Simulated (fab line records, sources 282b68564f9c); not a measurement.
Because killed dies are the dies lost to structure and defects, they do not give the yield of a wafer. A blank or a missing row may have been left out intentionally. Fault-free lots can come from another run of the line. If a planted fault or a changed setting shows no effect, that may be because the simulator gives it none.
Struck lot and sound lot, side by side	flow rit_cmos	14 out of 202 route steps
Sound: the wafers L223.2, L223.3, L223.4. The struck wafers were L238.2, L238.5, L238.6. The cause comes at the end.
Per side, at each step with rows, come the tool, then ch with its chambers, and then its first start. Under that, the readings that differ: sound wafers	struck wafers	difference of the means	sigmas: that difference in standard deviations of wafers without a fault.
alike: words and numbers the same on both sides, and readings whose means are apart by under 2 such deviations; not compared: readings that were withheld, readings missing a value for some wafer, numbers with overlapping values and no deviation given by the record, and bounds like >300 which may hide the same value.
A row with sigmas, a row that says differs or no value, or rows on one side alone: a step with any of these is where the two part. Numbers that have no deviation but don't overlap get no sigmas and don't part them. Lack of a reading on every wafer of one side parts them only where that side has two or more wafers.

RIT_CONTACT_ETCH_11: etches SiO2 in CHF3/CF4/Ar, stops on TiSi2, target depth 480 nm, time 320 s.
  sound on rie_diel-01 ch 1,2,3, day 3 04:46; struck on rie_diel-02 ch 2,3, day 6 08:30
  alike: drypump_motor_current_A, oes_product_au, throttle_valve_pct
  not compared: rf_hours_counter_h
RIT_CONTACT_STRIP_12: strips in O2, time 180 s.
  sound on plasma_asher-04 ch 0,1, day 3 04:58; struck on plasma_asher-01 ch 0,1, day 6 08:41
  alike: drypump_motor_current_A
  not compared: rf_hours_counter_h
RIT_CONTACT_CD_MEAS_90: the cd target is 1000 nm.
  sound on cd_sem-02, day 3 05:09; struck on cd_sem-02, day 6 08:53
  alike: cd_nm
then, 2 steps without rows for these wafers: RIT_CONTACT_CLEAN_13 (cleans in SC1, time 600 s); RIT_CONTACT_CLEAN_14 (cleans in SC2, time 600 s).
RIT_M1_SPUTTER_00: material Al, target thk 400 nm, time 500 s.
  sound on pvd_sputter-02, day 3 05:39; struck on pvd_sputter-04, day 6 09:22
  alike: throttle_valve_pct
RIT_M1_RS_MEAS_01: measures by four-point-probe.
  sound on film_metro-02, day 3 05:58; struck on film_metro-01, day 6 09:41
  alike: M1_AL_RS
RIT_M1_THK_MEAS_02: measures by xrf.
  sound on film_metro-02, day 3 06:04; struck on film_metro-01, day 6 09:47
  alike: M1_AL_THK
then, 4 steps without rows for these wafers: RIT_M1_HMDS_03 (prime time 61.38 s); RIT_M1_COAT_04 (resist thk 1300 nm); RIT_M1_SOFTBAKE_05 (time 60 s); RIT_M1_EXPOSE_06 (exposes mask M12, target cd 2600 nm).
RIT_M1_PEB_07:
  struck on litho_track-03, day 6 10:34; sound on litho_track-02 ch 0, day 3 07:03
reading	sound	struck	difference	sigmas
exhaust_pa (Pa)	46.0 46.1 45.5	- - -	no value on the struck wafers	
  not compared: chill_plate_temp_C, resist_line_temp_C
then, 1 step without rows for these wafers: RIT_M1_DEVELOP_08 (develop time 68 s).

== WHERE THEY PART ==
Within this record, at RIT_M1_PEB_07 only.

WHY: what the simulator had put in
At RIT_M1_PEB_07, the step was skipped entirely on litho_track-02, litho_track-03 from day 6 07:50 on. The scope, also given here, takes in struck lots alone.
